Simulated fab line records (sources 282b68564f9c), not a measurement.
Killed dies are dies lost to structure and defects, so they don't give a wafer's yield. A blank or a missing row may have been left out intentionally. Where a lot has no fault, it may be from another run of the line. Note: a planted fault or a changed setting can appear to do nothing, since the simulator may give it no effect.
fab line records | flow ritCmos
[record] lots = 15 wafers = 45 lastDay = 7
route steps=202 shown M1@192
lots untouched by any fault: they come from a run of this same line in which no faults occurred
startH: hours from the record's first day to the start of the lot's first wafer shown | waitH: hours since the lot's step before | " as in the row above | L1.1+2: one row covering several wafers at once | - no value present, or no start provided | * or withheld: withheld | < > ~ a bound
route shown NAME@n: names a module that has steps shown in the file, with the first one's number in the route | usual: mean/standard deviation of fault-free wafers | same: alike in all rows | chamber/n: place in a boat | sites: readings site by site | _std_site: their standard deviation | _edge_site: the outer-site mean with the inner-site mean subtracted | radiusMm: how far each site lies from the wafer's centre | mask NAME#n: copy n | behind: the last tool/chamber to shape the wafer | hold: the reason the lot was held/the length of the hold in hours/how it ended | device: the n, p or np transistor that did not switch | end of line: tests of these same wafers at the route's end | a step given without rows: its recipe and nothing more | killed: dies that structure and defects cost at the first sort, which is not the same as the wafer's yield | map: shows each die of a wafer: x if killed, . if not, _ if none is there
set.NAME: the setting that was run; set.NAME@STEP: the one run at that earlier step | model.NAME: the simulator's own value behind a step, which no gauge read
the route's steps for a sample of lots (tables are steps, rows are wafers)
[[steps]]
[step RIT_M1_DEVELOP_08]
[recipe] resist = NOVOLAK developTimeS = 68 devTempC = 23
[usual] chillPlateTempC = 23.02/0.11 developTimeS = 68/0
// columns lot.wafer tool chamber startH waitH chillPlateTempC developTimeS
L428.1 lithoTrack-04 0 56 - 22.93 68
L428.4 " 0 " " 22.81 68
L428.6 " 0 " " 22.71 68
L429.1 lithoTrack-04 0 64 - 22.75 68
L429.2 " 0 " " 23.10 68
L429.4 " 0 " " 23.01 68
L430.1 lithoTrack-03 0 69 - 22.88 68
L430.2 " 0 " " 22.93 68
L430.5 " 0 " " 23.02 68
L432.1 lithoTrack-04 0 78 - 23.10 68
L432.2 " 0 " " 23.19 68
L432.6 " 0 " " 23.23 68
L433.1 lithoTrack-01 0 85 - 23.02 68
L433.5 " 0 " " 22.99 68
L433.6 " 0 " " 23.05 68
L434.1 lithoTrack-03 0 85 - 23.04 68
L434.3 " 0 " " 23.01 68
L434.6 " 0 " " 23.09 68
L435.2 lithoTrack-03 0 90 - 23.01 68
L435.3 " 0 " " 22.99 68
L435.5 " 0 " " 22.92 68
L440.4 lithoTrack-03 - 120 - - -
L440.5 " - " " - -
L440.6 " - " " - -
L441.1 lithoTrack-01 - 121 - - -
L441.2 " - " " - -
L441.4 " - " " - -
L442.1 lithoTrack-03 - 124 - - -
L442.4 " - " " - -
L442.6 " - " " - -
L447.3 lithoTrack-03 0 151 - 22.98 68
L447.4 " 0 " " 23.12 68
L447.5 " 0 " " 22.92 68
L448.1 lithoTrack-03 0 158 - 23.11 68
L448.2 " 0 " " 23.24 68
L448.3 " 0 " " 23.00 68
L449.1 lithoTrack-01 0 163 - 23.03 68
L449.2 " 0 " " 22.98 68
L449.5 " 0 " " 22.94 68
L450.2 lithoTrack-04 0 166 - 23.16 68
L450.4 " 0 " " 22.95 68
L450.6 " 0 " " 23.08 68
L451.2 lithoTrack-03 0 174 - 22.92 68
L451.4 " 0 " " 23.02 68
L451.6 " 0 " " 23.14 68
[[key]]
[firstSign] step = RIT_M1_DEVELOP_08 reading = toolRecord direction = missing
effect none on later readings
metAt RIT_M1_DEVELOP_08
struckLots L440,L441,L442
laterRowsLeftOut L440.4,L440.5,L440.6,L441.1,L441.2,L441.4,L442.1,L442.4,L442.6
sortLeftOut L440.4,L440.5,L440.6,L441.1,L441.2,L441.4,L442.1,L442.4,L442.6
onsetBetween 90 120
[fault] kind = skippedStepWhole tool = lithoTrack-01,lithoTrack-03 chamber = - onsetH = 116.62 steps = RIT_M1_DEVELOP_08 scope = struckLotsOnly
// sortLeftOut: the simulated sort isn't trusted on such a fault, so these wafers' sort isn't shown, and their yield isn't known
// laterRowsLeftOut: the simulator's readings of these wafers behind a module that went badly wrong aren't trusted and aren't shown, but for the sort
